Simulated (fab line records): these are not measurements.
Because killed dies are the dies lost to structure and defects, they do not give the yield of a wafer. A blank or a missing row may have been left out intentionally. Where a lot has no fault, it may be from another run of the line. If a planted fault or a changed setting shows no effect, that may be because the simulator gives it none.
Code-filled problem report in 8D (eight disciplines) form | flow rit cmos | the parts of the form that need people (team, actions taken, sign-off) are left out

== 1. THE PROBLEM ==
Wafers free of any fault read 359 nm (standard deviation 8.3) for FOX2_OXIDE_THK at RIT_FOX2_THK_MEAS_01, against a mean of 291 nm on 6 wafers of 2 lots. That is -8.2 standard deviations from the usual mean.
Earliest sighting: wafer L753.2 on film metro-04 at day 5 02:22. Wafers with a number at this step in the record: 42, from 14 lots. By rule, "out" or "out of limits" means more than 4 standard deviations away from the usual mean. The other wafers with a number count as sound.

== 2. WHAT IT IS AND WHAT IT IS NOT ==
question                    | is                           | is not
which readings at this step | FOX2_OXIDE_THK               | -
which lots                  | L753, L755                   | L737, L738, L739, L740, L741, L742, L744, L747, L757, L758, L759, L760
which wafers of those lots  | all that have a number       | -
read on which gauges        | film metro-01, film metro-04 | film metro-03
when                        | from day 5 02:22             | up to then (24 sound wafers); but 12 sound wafers of L757, L758, L759, L760 came after

== 3. WHAT RULES OUT EACH SUSPECT ==
Counting: a tool at any process step up to the reading remains a suspect when it ran all the lots that are out and ran no sound lot after the first of those.
- the gauge at RIT_FOX2_THK_MEAS_01 is ruled out. Those wafers that are out were read across 2 gauges (film metro-01, film metro-04).
- furnace-04 at RIT_FOX2_OXIDATION_00 (target thk 350.7 nm, ox time 1181 s): kept. It processed each lot that is out, first L753 at day 5 01:02, and no sound lot thereafter; up to then, the last sound lot it processed was L747 at day 3 19:03. Its own spike tc centre C, spike tc load C, spike tc source C, tube center temp C, tube_center_temp_C_max readings are out on those wafers.
Left after counting: furnace-04 at RIT_FOX2_OXIDATION_00.

== 4. THE CAUSE (what the simulator had put in) ==
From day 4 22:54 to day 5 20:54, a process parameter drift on furnace-04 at RIT_FOX2_OXIDATION_00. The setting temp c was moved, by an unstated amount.
Only this tool survived the counting.

== 5. THE EFFECT CHAIN, in route order ==
Each row: a reading whose mean over the struck wafers that have a number lies more than 3 standard deviations from the usual. Only readings whose record carries a usual standard deviation are examined. hours: median over the lots of the time between each lot's start at the first step of this table that gives one and its start at this step. sigmas: the change, counted in usual standard deviations.
hours | step                  | reading                | usual    | on struck wafers | change | sigmas
0     | RIT_FOX2_OXIDATION_00 | spike tc centre C      | 1103.5 C | 1063.8           | -39.7  | -25
0     | RIT_FOX2_OXIDATION_00 | spike tc load C        | 1123.9 C | 1082.3           | -41.6  | -20
0     | RIT_FOX2_OXIDATION_00 | spike tc source C      | 1123.5 C | 1080.3           | -43.2  | -23
0     | RIT_FOX2_OXIDATION_00 | tube center temp C     | 1100 C   | 1060             | -40    | -99 or more
0     | RIT_FOX2_OXIDATION_00 | tube_center_temp_C_max | 1102.8   | 1062.9           | -39.9  | -85
1     | RIT_FOX2_THK_MEAS_01  | FOX2_OXIDE_THK         | 359 nm   | 291              | -68    | -8.2
2     | RIT_FOX2_THK_MEAS_90  | FIELD_OXIDE_LEFT_1_THK | 332 nm   | 264              | -68    | -8.3
15    | RIT_FOX2_THK_MEAS_91  | FIELD_OXIDE_LEFT_2_THK | 263 nm   | 196              | -67    | -8.0
Its process steps:
- RIT_FOX2_OXIDATION_00: target thk 350.7 nm, ox time 1181 s.
Later steps that measure or inspect, where all struck wafers having a row at the step show a number for every such reading and not one has moved that far: RIT_NLDD_TW_MEAS_10, RIT_SPACER_THK_MEAS_04.

== 6. HOW IT WOULD HAVE BEEN CAUGHT EARLIER ==
The first out-of-limits reading at a measuring or inspecting step in this record came at day 5 02:22, 3 hours after the fault's start at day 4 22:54.
Tool's own readings at RIT_FOX2_OXIDATION_00, spike tc centre C, spike tc load C, spike tc source C, tube center temp C, tube_center_temp_C_max: out on all struck wafers the step has rows for; an alarm limit on them would have tripped on the first.
L755, from the lots that are out (2), started RIT_FOX2_OXIDATION_00 on furnace-04 later than day 5 02:22. A hold on the tool at that time would have spared it.
